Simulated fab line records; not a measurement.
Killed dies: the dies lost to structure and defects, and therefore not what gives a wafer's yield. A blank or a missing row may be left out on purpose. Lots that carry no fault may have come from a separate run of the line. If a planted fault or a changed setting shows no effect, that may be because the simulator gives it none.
fab line records	flow ritCmos
record lots=6	wafers=18	lastDay=7
route steps=202 shown PLDD@118 SPACER@125 NSD@131 PSD@142 SDANNEAL@153 SILICIDE@161 M1@202
lots that met no fault: from a run of the same line without faults
startH: the number of hours between the record's first day and the start of the first shown wafer of the lot	waitH: hours from the lot's prior step to this one	" unchanged from the row above	L1.1+2: a row that stands for several wafers	- either no value or no given start	* or withheld: withheld	< > ~ a bound
route shown NAME@n: a module of which the file shows steps, and the number in the route of the first	usual: mean/standard deviation taken from wafers without a fault	same: alike in all rows	chamber/n: place in a boat	sites: each site's reading	_std_site: how widely they spread, as a standard deviation	_edge_site: mean of outer sites minus mean of inner sites	radiusMm: how far each site lies from the wafer's centre	mask NAME#n: copy n	behind: the tool/chamber that last shaped the wafer	hold: why the lot went on hold/how many hours it stayed there/how the hold came to an end	device: transistor that didn't switch, given as n, p or np	end of line: at the end of the route, the tests of the same wafers	a step without rows: its recipe alone	killed: at the first sort, the dies lost to defects and structure; wafer yield is something else	map: shows each die of a wafer: x if killed, . if not, _ if none is there
set.NAME: the run value of the setting; set.NAME@STEP: its run value at that earlier step	model.NAME: the simulator's own value behind a step, which no gauge read
lots seen at some steps along the route; tables by step, rows by wafer
services: when a tool's chamber went out of use (startH, in hours from the record's first day, below 0 if earlier), for how many hours, and the reason
## steps
# step RIT_PLDD_PEB_04
# recipe resist=NOVOLAK	tempC=withheld	timeS=withheld
# step RIT_PLDD_DEVELOP_05
# recipe resist=NOVOLAK	developTimeS=50	devTempC=23
# step RIT_PLDD_OVL_MEAS_06
# usual PLDD_OVL=-0.1/1.5
lot.wafer	tool	chamber	startH	waitH	PLDD_OVL[nm]
L164.3	overlay-02	-	64.05	-	0.3
L164.5	"	-	"	"	0.0
L164.6	"	-	"	"	1.9
L165.2	overlay-01	-	71.89	-	-0.8
L165.4	"	-	"	"	-2.2
L165.6	"	-	"	"	-1.0
L176.2	overlay-02	-	124.09	-	1.2
L176.3	"	-	"	"	0.8
L176.4	"	-	"	"	-1.4
L177.1	overlay-02	-	127.95	-	-2.4
L177.3	"	-	"	"	-0.6
L177.6	"	-	"	"	-2.4
L179.2	overlay-02	-	139.44	-	-0.1
L179.3	"	-	"	"	-2.8
L179.4	"	-	"	"	-1.7
L183.2	overlay-01	-	158.72	-	3.1
L183.3	"	-	"	"	2.2
L183.6	"	-	"	"	1.1
# step RIT_PLDD_HARDBAKE_07
# recipe resist=NOVOLAK	tempC=140	timeS=60
# step RIT_PLDD_IMPLANT_08
# recipe species=BF2	energyKev=20	doseCm2=9e+14	tiltDeg=7
# step RIT_PLDD_STRIP_09
# recipe chemistry=O2	timeS=180	resist=NOVOLAK	platenTempC=withheld	powerW=500	pressureMtorr=4000	o2FlowSccm=4000
# usual drypumpMotorCurrentA=5.8/0.38
# same timeS=180
lot.wafer	tool	chamber	startH	waitH	drypumpMotorCurrentA	rfHoursCounterH
L164.3	plasmaAsher-02	0	64.43	0.1	6.4	-
L164.5	"	0	"	"	6.4	-
L164.6	"	1	"	"	5.5	-
L165.2	plasmaAsher-04	1	72.22	0.1	5.3	43
L165.4	"	1	"	"	5.4	-
L165.6	"	0	"	"	5.8	-
L176.2	plasmaAsher-03	0	124.42	0.1	6.3	1
L176.3	"	0	"	"	6.3	-
L176.4	"	1	"	"	5.6	-
L177.1	plasmaAsher-02	0	128.28	0.1	6.4	33
L177.3	"	0	"	"	6.4	-
L177.6	"	0	"	"	6.4	-
L179.2	plasmaAsher-03	1	139.77	0.1	5.6	3
L179.3	"	1	"	"	5.6	-
L179.4	"	0	"	"	6.3	-
L183.2	plasmaAsher-02	0	159.05	0.1	6.4	36
L183.3	"	1	"	"	5.5	-
L183.6	"	1	"	"	5.5	-
# step RIT_PLDD_TW_MEAS_10
# usual PLDD_TW=2343/20
lot.wafer	tool	chamber	startH	waitH	PLDD_TW
L164.3	filmMetro-02	-	64.57	0.1	2342
L164.5	"	-	"	"	2347
L164.6	"	-	"	"	2359
L165.2	filmMetro-02	-	72.40	0.1	2351
L165.4	"	-	"	"	2357
L165.6	"	-	"	"	2356
L176.2	filmMetro-03	-	124.60	0.1	2375
L176.3	"	-	"	"	2389
L176.4	"	-	"	"	2388
L177.1	filmMetro-02	-	128.46	0.1	2365
L177.3	"	-	"	"	2348
L177.6	"	-	"	"	2364
L179.2	filmMetro-01	-	139.95	0.1	2339
L179.3	"	-	"	"	2330
L179.4	"	-	"	"	2343
L183.2	filmMetro-01	-	159.24	0.1	2320
L183.3	"	-	"	"	2297
L183.6	"	-	"	"	2308
# step RIT_SPACER_CLEAN_00
# recipe chemistry=SC1	mix=3:3:50	timeS=600	tempC=75
# step RIT_SPACER_CLEAN_01
# recipe chemistry=dHF	dilution=50:1	timeS=30
# step RIT_SPACER_CLEAN_02
# recipe chemistry=SC2	mix=3:3:50	timeS=600	tempC=75	dry=n2Spin
# step RIT_SPACER_CVD_03
# recipe material=Si3N4	targetThkNm=250	tempC=810	precursor=SiH2Cl2/NH3	timeS=3226	pressureMtorr=300	sih2cl2FlowSccm=60	nh3FlowSccm=150
# step RIT_SPACER_THK_MEAS_04
# recipe reads=Si3N4_of_SPACER_CVD_03
# usual SPACER_NITRIDE_THK=245.2/1.8
lot.wafer	tool	chamber	startH	waitH	SPACER_NITRIDE_THK[nm]
L164.3	filmMetro-01	-	67.90	0.0	248.1
L164.5	"	-	"	"	248.6
L164.6	"	-	"	"	248.4
L165.2	filmMetro-02	-	75.72	0.0	243.6
L165.4	"	-	"	"	244.0
L165.6	"	-	"	"	243.7
L176.2	filmMetro-02	-	127.45	0.0	245.0
L176.3	"	-	"	"	247.1
L176.4	"	-	"	"	245.2
L177.1	filmMetro-02	-	130.83	0.0	245.6
L177.3	"	-	"	"	242.6
L177.6	"	-	"	"	243.3
L179.2	filmMetro-01	-	142.38	0.0	246.0
L179.3	"	-	"	"	243.5
L179.4	"	-	"	"	246.6
L183.2	filmMetro-01	-	161.58	0.0	244.9
L183.3	"	-	"	"	245.5
L183.6	"	-	"	"	243.4
# step RIT_SPACER_ETCHBACK_05
# recipe targetDepthA=2500	SF6_flow_sccm=30	CHF3_flow_sccm=30	target=Si3N4	chemistry=SF6/CHF3	pressureMtorr=40	rfW=250	timeS=240	stopOn=SiO2
# usual CHF3_flow_sccm=29.99/0.093	drypumpMotorCurrentA=5.95/0.21	oesProductAu=0.831/0.014	rfFwdPowerW=249.3/0.83	throttleValvePct=10.22/0.12
# same timeS=240
lot.wafer	tool	chamber	startH	waitH	CHF3_flow_sccm	drypumpMotorCurrentA	oesProductAu	rfFwdPowerW	rfHoursCounterH	throttleValvePct	model.poly-Si_of_GATE_CVD_08.thkNm	model.Si3N4_of_SPACER_CVD_03.thkNm
L164.3	rieDiel-03	0	67.94	0.0	30.08	5.65	0.829	249.0	6	10.17	173.3	195
L164.5	"	2	"	"	30.20	5.92	0.856	249.9	-	10.41	174.3	195.9
L164.6	"	3	"	"	29.93	6.16	0.828	248.1	-	10.28	173.4	195.1
L165.2	rieDiel-01	3	75.77	0.0	30.11	5.99	0.826	250.6	141	10.06	169.8	191.7
L165.4	"	1	"	"	30.04	6.13	0.852	248.7	-	10.23	171.6	192.8
L165.6	"	3	"	"	30.09	5.99	0.814	249.5	-	10.07	169.3	191.1
L176.2	rieDiel-01	2	127.50	0.0	30.03	5.84	0.825	349.8	18	10.25	161.1	182.5
L176.3	"	3	"	"	30.05	5.99	0.827	348.8	143	10.08	162.4	185
L176.4	"	0	"	"	30.11	6.07	0.826	348.1	-	10.24	162	184.8
L177.1	rieDiel-01	3	130.89	0.1	30.01	5.99	0.823	349.4	143	10.07	160.6	184
L177.3	"	2	"	"	30.12	5.91	0.824	349.7	18	10.21	157.1	181
L177.6	"	0	"	"	29.83	6.07	0.824	349.8	-	10.24	160.2	182.9
L179.2	rieDiel-04	2	142.43	0.0	29.86	6.20	0.834	250.6	81	10.12	173.4	194.3
L179.3	"	1	"	"	30.10	5.69	0.838	249.4	-	10.57	170.7	191.1
L179.4	"	2	"	"	30.02	6.22	0.824	249.9	-	10.13	175.3	194.7
L183.2	rieDiel-04	1	161.63	0.0	29.98	5.76	0.837	249.3	5	10.58	170.1	191.9
L183.3	"	3	"	"	30.03	5.47	0.845	249.1	0	10.10	169.7	192.8
L183.6	"	2	"	"	29.93	6.21	0.823	248.8	-	10.13	171.7	192.3
# step RIT_NSD_HMDS_00
# recipe primeTimeS=60	primeTempC=140
# step RIT_NSD_COAT_01
# recipe resist=NOVOLAK	spinRpm=3250	resistThkNm=1000
# step RIT_NSD_SOFTBAKE_02
# recipe resist=NOVOLAK	tempC=90	timeS=60.96
# usual plateSensorTCentreC=90.970/0.01	plateSensorTEdgeC=91.020/0.01
# same timeS=60.96
lot.wafer	tool	chamber	startH	waitH	plateSensorTCentreC	plateSensorTEdgeC
L164.3	lithoTrack-03	0	68.44	0.1	90.962	91.016
L164.5	"	0	"	"	90.966	91.015
L164.6	"	0	"	"	90.969	91.011
L165.2	lithoTrack-03	0	76.24	0.1	90.956	91.028
L165.4	"	0	"	"	90.953	91.022
L165.6	"	0	"	"	90.977	91.027
L176.2	lithoTrack-03	0	127.98	0.1	90.973	91.014
L176.3	"	0	"	"	90.985	91.026
L176.4	"	0	"	"	90.960	91.002
L177.1	lithoTrack-03	0	131.34	0.1	90.991	91.026
L177.3	"	0	"	"	90.982	91.020
L177.6	"	0	"	"	90.968	91.018
L179.2	lithoTrack-04	0	142.98	0.1	90.963	91.027
L179.3	"	0	"	"	90.970	91.026
L179.4	"	0	"	"	90.985	91.004
L183.2	lithoTrack-01	0	162.35	0.1	90.977	91.005
L183.3	"	0	"	"	90.964	91.011
L183.6	"	0	"	"	90.956	91.013
# step RIT_NSD_EXPOSE_03
# recipe maskId=M9	na=0.57	targetCdNm=40700	doseMj=250
# step RIT_NSD_PEB_04
# recipe resist=NOVOLAK	tempC=withheld	timeS=withheld
# step RIT_NSD_DEVELOP_05
# recipe resist=NOVOLAK	developTimeS=50	devTempC=23
# step RIT_NSD_OVL_MEAS_06
# usual NSD_OVL=0.0/1.5
lot.wafer	tool	chamber	startH	waitH	NSD_OVL[nm]
L164.3	overlay-01	-	69.08	-	3.2
L164.5	"	-	"	"	0.0
L164.6	"	-	"	"	2.6
L165.2	overlay-02	-	76.90	-	-0.3
L165.4	"	-	"	"	1.0
L165.6	"	-	"	"	1.6
L176.2	overlay-01	-	128.63	-	1.0
L176.3	"	-	"	"	2.3
L176.4	"	-	"	"	1.6
L177.1	overlay-02	-	131.89	-	-2.6
L177.3	"	-	"	"	0.9
L177.6	"	-	"	"	-1.1
L179.2	overlay-01	-	143.64	-	0.3
L179.3	"	-	"	"	1.3
L179.4	"	-	"	"	-0.2
L183.2	overlay-02	-	163.05	-	-1.6
L183.3	"	-	"	"	-0.5
L183.6	"	-	"	"	-0.2
# step RIT_NSD_HARDBAKE_07
# recipe resist=NOVOLAK	tempC=140	timeS=60
# step RIT_NSD_IMPLANT_08
# recipe species=P	energyKev=25	doseCm2=1e+15	tiltDeg=7
# step RIT_NSD_STRIP_09
# recipe chemistry=O2	timeS=180	resist=NOVOLAK	platenTempC=withheld	powerW=500	pressureMtorr=4000	o2FlowSccm=4000
# usual drypumpMotorCurrentA=6.1/0.43
# same timeS=180
lot.wafer	tool	chamber	startH	waitH	drypumpMotorCurrentA	rfHoursCounterH
L164.3	plasmaAsher-01	0	69.46	0.1	6.6	-
L164.5	"	1	"	"	6.4	-
L164.6	"	0	"	"	6.6	-
L165.2	plasmaAsher-03	0	77.23	0.1	6.3	44
L165.4	"	1	"	"	5.6	-
L165.6	"	1	"	"	5.6	-
L176.2	plasmaAsher-02	1	129.07	0.1	5.6	33
L176.3	"	0	"	"	6.5	-
L176.4	"	1	"	"	5.5	-
L177.1	plasmaAsher-01	0	132.23	0.1	6.6	49
L177.3	"	1	"	"	6.4	-
L177.6	"	0	"	"	6.6	-
L179.2	plasmaAsher-02	0	143.97	0.1	6.4	34
L179.3	"	1	"	"	5.6	-
L179.4	"	0	"	"	6.4	-
L183.2	plasmaAsher-03	0	163.38	0.1	6.3	5
L183.3	"	0	"	"	6.3	-
L183.6	"	1	"	"	5.6	-
# step RIT_NSD_TW_MEAS_10
# usual NSD_TW=3121/21
lot.wafer	tool	chamber	startH	waitH	NSD_TW
L164.3	filmMetro-03	-	69.60	0.1	3122
L164.5	"	-	"	"	3115
L164.6	"	-	"	"	3117
L165.2	filmMetro-02	-	77.42	0.1	3145
L165.4	"	-	"	"	3134
L165.6	"	-	"	"	3117
L176.2	filmMetro-02	-	129.26	0.1	3121
L176.3	"	-	"	"	3140
L176.4	"	-	"	"	3114
L177.1	filmMetro-02	-	132.40	0.1	3132
L177.3	"	-	"	"	3145
L177.6	"	-	"	"	3147
L179.2	filmMetro-02	-	144.15	0.1	3097
L179.3	"	-	"	"	3112
L179.4	"	-	"	"	3097
L183.2	filmMetro-02	-	163.60	0.2	3100
L183.3	"	-	"	"	3111
L183.6	"	-	"	"	3117
# step RIT_PSD_HMDS_00
# recipe primeTimeS=60	primeTempC=140
# step RIT_PSD_COAT_01
# recipe resist=NOVOLAK	spinRpm=3250	resistThkNm=1000
# step RIT_PSD_SOFTBAKE_02
# recipe resist=NOVOLAK	tempC=90	timeS=60
# step RIT_PSD_EXPOSE_03
# recipe maskId=M10	na=0.57	targetCdNm=40900	doseMj=250
# step RIT_PSD_PEB_04
# recipe resist=NOVOLAK	tempC=withheld	timeS=withheld
# step RIT_PSD_DEVELOP_05
# recipe resist=NOVOLAK	developTimeS=50	devTempC=23
# step RIT_PSD_OVL_MEAS_06
# usual PSD_OVL=0.1/1.6
lot.wafer	tool	chamber	startH	waitH	PSD_OVL[nm]
L164.3	overlay-02	-	70.50	-	1.2
L164.5	"	-	"	"	-0.1
L164.6	"	-	"	"	1.4
L165.2	overlay-01	-	78.33	-	-0.3
L165.4	"	-	"	"	3.3
L165.6	"	-	"	"	1.8
L176.2	overlay-01	-	130.29	-	0.3
L176.3	"	-	"	"	2.8
L176.4	"	-	"	"	0.6
L177.1	overlay-02	-	133.44	-	-1.7
L177.3	"	-	"	"	0.2
L177.6	"	-	"	"	-0.4
L179.2	overlay-01	-	145.06	-	1.2
L179.3	"	-	"	"	1.6
L179.4	"	-	"	"	1.1
L183.2	overlay-02	-	164.51	-	-0.4
L183.3	"	-	"	"	0.0
L183.6	"	-	"	"	-1.1
# step RIT_PSD_HARDBAKE_07
# recipe resist=NOVOLAK	tempC=140	timeS=60
# step RIT_PSD_IMPLANT_08
# recipe species=BF2	energyKev=26.48	doseCm2=5e+15	tiltDeg=7
# step RIT_PSD_STRIP_09
# recipe chemistry=O2	timeS=180	resist=NOVOLAK	platenTempC=withheld	powerW=500	pressureMtorr=4000	o2FlowSccm=4000
# usual drypumpMotorCurrentA=5.9/0.47
# same timeS=180
lot.wafer	tool	chamber	startH	waitH	drypumpMotorCurrentA	rfHoursCounterH
L164.3	plasmaAsher-02	1	70.88	0.1	5.5	-
L164.5	"	0	"	"	6.4	-
L164.6	"	1	"	"	5.6	-
L165.2	plasmaAsher-02	0	78.66	0.1	6.5	29
L165.4	"	1	"	"	5.5	-
L165.6	"	1	"	"	5.5	-
L176.2	plasmaAsher-02	0	130.62	0.1	6.4	33
L176.3	"	0	"	"	6.4	-
L176.4	"	1	"	"	5.5	-
L177.1	plasmaAsher-02	1	133.77	0.1	5.6	33
L177.3	"	1	"	"	5.5	-
L177.6	"	0	"	"	6.4	-
L179.2	plasmaAsher-04	1	145.39	0.1	5.4	51
L179.3	"	0	"	"	5.8	-
L179.4	"	1	"	"	5.4	-
L183.2	plasmaAsher-02	0	164.84	0.1	6.4	37
L183.3	"	0	"	"	6.4	-
L183.6	"	1	"	"	5.6	-
# step RIT_PSD_TW_MEAS_10
# usual PSD_TW=3408/28
lot.wafer	tool	chamber	startH	waitH	PSD_TW
L164.3	filmMetro-01	-	71.02	0.1	3380
L164.5	"	-	"	"	3351
L164.6	"	-	"	"	3345
L165.2	filmMetro-01	-	78.84	0.1	3360
L165.4	"	-	"	"	3361
L165.6	"	-	"	"	3367
L176.2	filmMetro-01	-	130.80	0.1	3367
L176.3	"	-	"	"	3388
L176.4	"	-	"	"	3393
L177.1	filmMetro-02	-	133.95	0.1	3428
L177.3	"	-	"	"	3406
L177.6	"	-	"	"	3428
L179.2	filmMetro-03	-	145.57	0.1	3424
L179.3	"	-	"	"	3437
L179.4	"	-	"	"	3428
L183.2	filmMetro-03	-	165.02	0.1	3418
L183.3	"	-	"	"	3415
L183.6	"	-	"	"	3413
# step RIT_SDANNEAL_CLEAN_00
# recipe chemistry=SC1	mix=3:3:50	timeS=600	tempC=75
# step RIT_SDANNEAL_CLEAN_01
# recipe chemistry=dHF	dilution=50:1	timeS=30
# step RIT_SDANNEAL_CLEAN_02
# recipe chemistry=SC2	mix=3:3:50	timeS=600	tempC=75	dry=n2Spin
# same timeS=600
lot.wafer	tool	chamber	startH	waitH	model.poly-Si_of_GATE_CVD_08.thkNm
L164.3	wetBench-02	3	71.27	0.0	168.9
L164.5	"	3	"	"	170
L164.6	"	3	"	"	169.1
L165.2	wetBench-03	3	79.10	0.0	165.4
L165.4	"	3	"	"	167.2
L165.6	"	3	"	"	164.9
L176.2	wetBench-02	0	131.28	0.0	156.7
L176.3	"	0	"	"	158.1
L176.4	"	0	"	"	157.6
L177.1	wetBench-03	0	134.44	0.0	156.3
L177.3	"	0	"	"	152.8
L177.6	"	0	"	"	155.8
L179.2	wetBench-04	3	145.83	0.0	169
L179.3	"	3	"	"	166.3
L179.4	"	3	"	"	171
L183.2	wetBench-02	0	165.26	0.0	165.7
L183.3	"	0	"	"	165.3
L183.6	"	0	"	"	167.3
# step RIT_SDANNEAL_RTA_03
# recipe tempC=1050	timeS=5	idleTempC=600	rampUpCPerS=342	rampDownCPerS=171	coolToC=600	ambient=N2
# usual rampDownCPerS=171.00/0.031	wafer_temp_C_max=1053.4/1.1
# same timeS=5
lot.wafer	tool	chamber	startH	waitH	rampDownCPerS	wafer_temp_C_max
L164.3	rtpAnneal-01	0	71.46	0.0	171.02	1053.9
L164.5	"	0	"	"	171.01	1052.4
L164.6	"	0	"	"	171.06	1052.6
L165.2	rtpAnneal-02	0	79.30	0.0	170.97	1051.9
L165.4	"	0	"	"	171.02	1054.1
L165.6	"	0	"	"	171.01	1052.8
L176.2	rtpAnneal-01	0	131.49	0.0	171.03	1052.9
L176.3	"	0	"	"	170.97	1054.3
L176.4	"	0	"	"	171.01	1053.2
L177.1	rtpAnneal-02	0	134.82	0.0	170.94	1054.9
L177.3	"	0	"	"	170.99	1053.7
L177.6	"	0	"	"	171.02	1052.9
L179.2	rtpAnneal-02	0	146.02	0.0	171.01	1051.7
L179.3	"	0	"	"	170.96	1052.5
L179.4	"	0	"	"	171.01	1053.8
L183.2	rtpAnneal-02	0	165.45	0.0	171.00	1051.2
L183.3	"	0	"	"	171.01	1054.5
L183.6	"	0	"	"	170.97	1054.8
# step RIT_SDANNEAL_RS_MEAS_04
# recipe thkMeasGauge=four-point-probe
# usual PSD_RS=117.00/0.29
lot.wafer	tool	chamber	startH	waitH	PSD_RS[ohm/sq]
L164.3	filmMetro-02	-	71.54	0.1	116.88
L164.5	"	-	"	"	117.11
L164.6	"	-	"	"	116.86
L165.2	filmMetro-01	-	79.37	0.1	117.29
L165.4	"	-	"	"	117.62
L165.6	"	-	"	"	117.85
L176.2	filmMetro-02	-	131.55	0.1	116.91
L176.3	"	-	"	"	117.07
L176.4	"	-	"	"	117.12
L177.1	filmMetro-03	-	134.88	0.0	117.03
L177.3	"	-	"	"	117.02
L177.6	"	-	"	"	117.24
L179.2	filmMetro-01	-	146.08	0.1	117.29
L179.3	"	-	"	"	117.39
L179.4	"	-	"	"	117.11
L183.2	filmMetro-03	-	165.52	0.1	117.24
L183.3	"	-	"	"	117.70
L183.6	"	-	"	"	117.13
# step RIT_SDANNEAL_RS_MEAS_05
# recipe thkMeasGauge=four-point-probe
# usual NSD_RS=84.47/0.3
lot.wafer	tool	chamber	startH	waitH	NSD_RS[ohm/sq]
L164.3	filmMetro-02	-	71.66	0.1	84.90
L164.5	"	-	"	"	85.04
L164.6	"	-	"	"	84.89
L165.2	filmMetro-01	-	79.49	0.1	84.52
L165.4	"	-	"	"	84.61
L165.6	"	-	"	"	84.62
L176.2	filmMetro-02	-	131.67	0.1	84.41
L176.3	"	-	"	"	84.61
L176.4	"	-	"	"	84.38
L177.1	filmMetro-03	-	135.00	0.1	84.38
L177.3	"	-	"	"	84.52
L177.6	"	-	"	"	84.33
L179.2	filmMetro-01	-	146.20	0.1	84.62
L179.3	"	-	"	"	84.48
L179.4	"	-	"	"	84.66
L183.2	filmMetro-03	-	165.64	0.1	84.87
L183.3	"	-	"	"	84.82
L183.6	"	-	"	"	84.57
# step RIT_SDANNEAL_RS_MEAS_06
# recipe thkMeasGauge=four-point-probe
# usual PLDD_RS=178.5/0.47
lot.wafer	tool	chamber	startH	waitH	PLDD_RS[ohm/sq]
L164.3	filmMetro-02	-	71.78	0.1	178.8
L164.5	"	-	"	"	179.0
L164.6	"	-	"	"	178.0
L165.2	filmMetro-01	-	79.61	0.1	178.8
L165.4	"	-	"	"	178.7
L165.6	"	-	"	"	179.2
L176.2	filmMetro-02	-	131.79	0.1	178.2
L176.3	"	-	"	"	178.2
L176.4	"	-	"	"	178.0
L177.1	filmMetro-03	-	135.12	0.1	179.1
L177.3	"	-	"	"	179.6
L177.6	"	-	"	"	179.5
L179.2	filmMetro-01	-	146.32	0.1	178.7
L179.3	"	-	"	"	179.3
L179.4	"	-	"	"	178.8
L183.2	filmMetro-03	-	165.76	0.1	178.8
L183.3	"	-	"	"	178.9
L183.6	"	-	"	"	178.9
# step RIT_SILICIDE_WET_ETCH_00
# recipe chemistry=BOE	target=SiO2	targetDepthNm=14	timeS=15	dry=n2Spin	dilution=10:1	tempC=21.5
# same timeS=15
lot.wafer	tool	chamber	startH	waitH	model.Si3N4_of_SPACER_CVD_03.thkNm
L164.3+6	wetBench-01	3	71.98	0.1	193.9
L164.5	"	3	"	"	194.7
L165.2	wetBench-01	1	79.83	0.1	190.5
L165.4	"	1	"	"	191.6
L165.6	"	1	"	"	190
L176.2	wetBench-04	0	132.01	0.1	181.3
L176.3	"	0	"	"	183.8
L176.4	"	0	"	"	183.7
L177.1	wetBench-03	1	135.36	0.1	182.8
L177.3	"	1	"	"	179.8
L177.6	"	1	"	"	181.7
L179.2	wetBench-04	1	146.54	0.1	193.1
L179.3	"	1	"	"	190
L179.4	"	1	"	"	193.5
L183.2	wetBench-04	3	165.98	0.1	190.8
L183.3	"	3	"	"	191.6
L183.6	"	3	"	"	191.1
# step RIT_M1_PROBE_99
# usual killedAtContacts=0.1/0.25	killedAtFrontEnd=6.3/2.9	killedDies=6.4/2.9	killedOpen=3.3/2.1	killedShort=3.1/1.7
# same grossDies=264	killed_at_M0_to_M3=0	killed_at_M4_up=0	killedAtBackSide=0	killedAtOther=0
lot.wafer	tool	chamber	startH	waitH	killedAtContacts	killedAtFrontEnd	killedDies	killedOpen	killedShort
L164.3	prober-01	-	79.12	0.2	1	9	10	5	5
L164.5	prober-01	-	79.22	0.2	0	3	3	1	2
L164.6	prober-01	-	79.27	0.2	0	2	2	0	2
L165.2	prober-02	-	86.87	0.1	0	4	4	1	3
L165.4	prober-02	-	86.97	0.2	0	4	4	2	2
L165.6	prober-02	-	87.07	0.2	0	6	6	4	2
L176.2	prober-02	-	139.78	0.1	0	7	7	4	3
L176.3	prober-02	-	139.83	0.2	0	8	8	4	4
L176.4	prober-02	-	139.88	0.2	0	10	10	5	5
L177.1	prober-01	-	143.05	0.1	0	4	4	2	2
L177.3	prober-01	-	143.15	0.2	0	1	1	0	1
L177.6	prober-01	-	143.30	0.2	0	9	9	5	4
L179.2	prober-01	-	153.71	0.1	1	6	7	6	1
L179.3	prober-01	-	153.76	0.2	0	7	7	3	4
L179.4	prober-01	-	153.81	0.2	0	5	5	4	1
L183.2	prober-01	-	175.25	0.1	0	5	5	1	3
L183.3	prober-01	-	175.30	0.2	0	12	12	8	3
L183.6	prober-01	-	175.45	0.2	0	4	4	2	2
# killed by level:class
L164.3 FOX1:geometricParticle:short=2 FOX1:geometricParticle:open=2 SPACER:geometricParticle:open=2 SPACER:geometricParticle:short=2 GATE:geometricParticle:short=1 CONTACT:geometricParticle:open=1
L164.5 FOX1:geometricParticle:open=1 FOX1:geometricParticle:short=1 SPACER:geometricParticle:short=1
L164.6 FOX1:geometricParticle:short=1 SPACER:geometricParticle:short=1
L165.2 FOX1:geometricParticle:short=1 GATE:geometricParticle:open=1 GATE:geometricParticle:short=1 SPACER:geometricParticle:short=1
L165.4 FOX2:geometricParticle:open=1 FOX2:geometricParticle:short=1 GATE:geometricParticle:open=1 SPACER:geometricParticle:short=1
L165.6 FOX1:geometricParticle:open=1 GATE:geometricParticle:short=1 GATE:geometricParticle:open=1 SPACER:geometricParticle:open=1 SPACER:geometricParticle:short=1 SILICIDE:geometricParticle:open=1
L176.2 GATE:geometricParticle:open=3 GATE:geometricParticle:short=2 REOX:geometricParticle:short=1 REOX:geometricParticle:open=1
L176.3 GATE:geometricParticle:short=2 GATE:geometricParticle:open=2 FOX2:geometricParticle:short=1 REOX:geometricParticle:open=1 REOX:geometricParticle:short=1 SPACER:geometricParticle:open=1
L176.4 GATE:geometricParticle:short=2 SPACER:geometricParticle:short=2 FOX1:geometricParticle:short=1 FOX1:geometricParticle:open=1 GATE:geometricParticle:open=1 REOX:geometricParticle:open=1 SPACER:geometricParticle:open=1 SILICIDE:geometricParticle:open=1
L177.1 GATE:geometricParticle:open=2 REOX:geometricParticle:short=1 SPACER:geometricParticle:short=1
L177.3 REOX:geometricParticle:short=1
L177.6 REOX:geometricParticle:short=2 SPACER:geometricParticle:open=2 FOX1:geometricParticle:short=1 FOX2:geometricParticle:short=1 GATE:geometricParticle:open=1 REOX:geometricParticle:open=1 SILICIDE:geometricParticle:open=1
L179.2 FOX1:geometricParticle:open=2 FOX2:geometricParticle:open=1 REOX:geometricParticle:short=1 SPACER:geometricParticle:open=1 SILICIDE:geometricParticle:open=1 CONTACT:geometricParticle:open=1
L179.3 SPACER:geometricParticle:short=2 FOX1:geometricParticle:short=1 FOX2:geometricParticle:open=1 REOX:geometricParticle:open=1 SPACER:geometricParticle:open=1 SILICIDE:geometricParticle:short=1
L179.4 FOX1:geometricParticle:open=1 GATE:geometricParticle:open=1 REOX:geometricParticle:short=1 REOX:geometricParticle:open=1 SILICIDE:geometricParticle:open=1
L183.2 REOX:geometricParticle:short=2 FOX1:geometricParticle:short=1 GATE:geometricParticle:open=1 NWELL:coatMicrobubblePrinted=1
L183.3 GATE:geometricParticle:open=3 REOX:geometricParticle:open=3 FOX1:geometricParticle:open=2 REOX:geometricParticle:short=2 GATE:geometricParticle:short=1 NWELL:coatMicrobubblePrinted=1
L183.6 GATE:geometricParticle:short=2 GATE:geometricParticle:open=2
## services
tool	chamber	startH	hours	kind
rieDiel-01	0	45.17	1.5	repair
plasmaAsher-01	-	46.11	1.4	repair
plasmaAsher-03	-	52.92	0.6	repair
rieDiel-01	0	72.89	-	clean
rieDiel-01	0	72.89	-	consumableReplace:esc
rieDiel-01	0	72.89	21.3	scheduledDown
rieDiel-01	0	72.89	21.3	ventCycle
plasmaAsher-01	-	76.21	2.8	pm
rieDiel-03	1	79.70	9.6	repair
rieDiel-04	-	84.68	0.3	repair
rieDiel-03	-	93.04	65.3	repair
plasmaAsher-03	-	108.80	9.0	pm
plasmaAsher-03	0	108.80	9.0	ventCycle
plasmaAsher-03	1	108.80	9.0	ventCycle
plasmaAsher-02	-	110.74	10.5	repair
plasmaAsher-03	0	117.80	-	clean
plasmaAsher-03	1	117.80	-	clean
rieDiel-01	2	120.15	6.0	repair
plasmaAsher-04	-	125.93	8.0	repair
rieDiel-01	1	126.12	-	clean
rieDiel-04	0	128.36	46.2	repair
rieDiel-04	2	130.13	4.4	repair
plasmaAsher-04	-	160.90	2.3	repair
plasmaAsher-01	-	162.29	0.7	repair
## key
firstSign step=RIT_SPACER_ETCHBACK_05	reading=rfFwdPowerW	direction=up	sigmas=99+	usual=249.3	struck=349.3
effect none on later readings
modelEffect step=RIT_SPACER_ETCHBACK_05	value=poly-Si_of_GATE_CVD_08.thkNm	without=172.4	struck=160.6
modelEffect step=RIT_SDANNEAL_CLEAN_02	value=poly-Si_of_GATE_CVD_08.thkNm	without=168	struck=156.2
modelEffect step=RIT_SILICIDE_WET_ETCH_00	value=Si3N4_of_SPACER_CVD_03.thkNm	without=191.7	struck=182.2
metAt RIT_SPACER_ETCHBACK_05
struckWafers L176.2,L176.3,L176.4,L177.1,L177.3,L177.6
testerLeftOut L176,L177
onsetBetween 75.77 127.50
fault kind=processParameterDrift	tool=rieDiel-01	chamber=-	onsetH=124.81	steps=RIT_SPACER_ETCHBACK_05	channel=rfW	offset=100	shape=step	endH=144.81	actsIn=theseRecipesOnly	stated=250
# testerLeftOut: of these lots the tester's yield and bins aren't shown, on N5 and GAA mostly nor the transistor test; their killed dies are dies lost to structure and defects alone, not to doping, threshold or leakage, so they don't give the yield
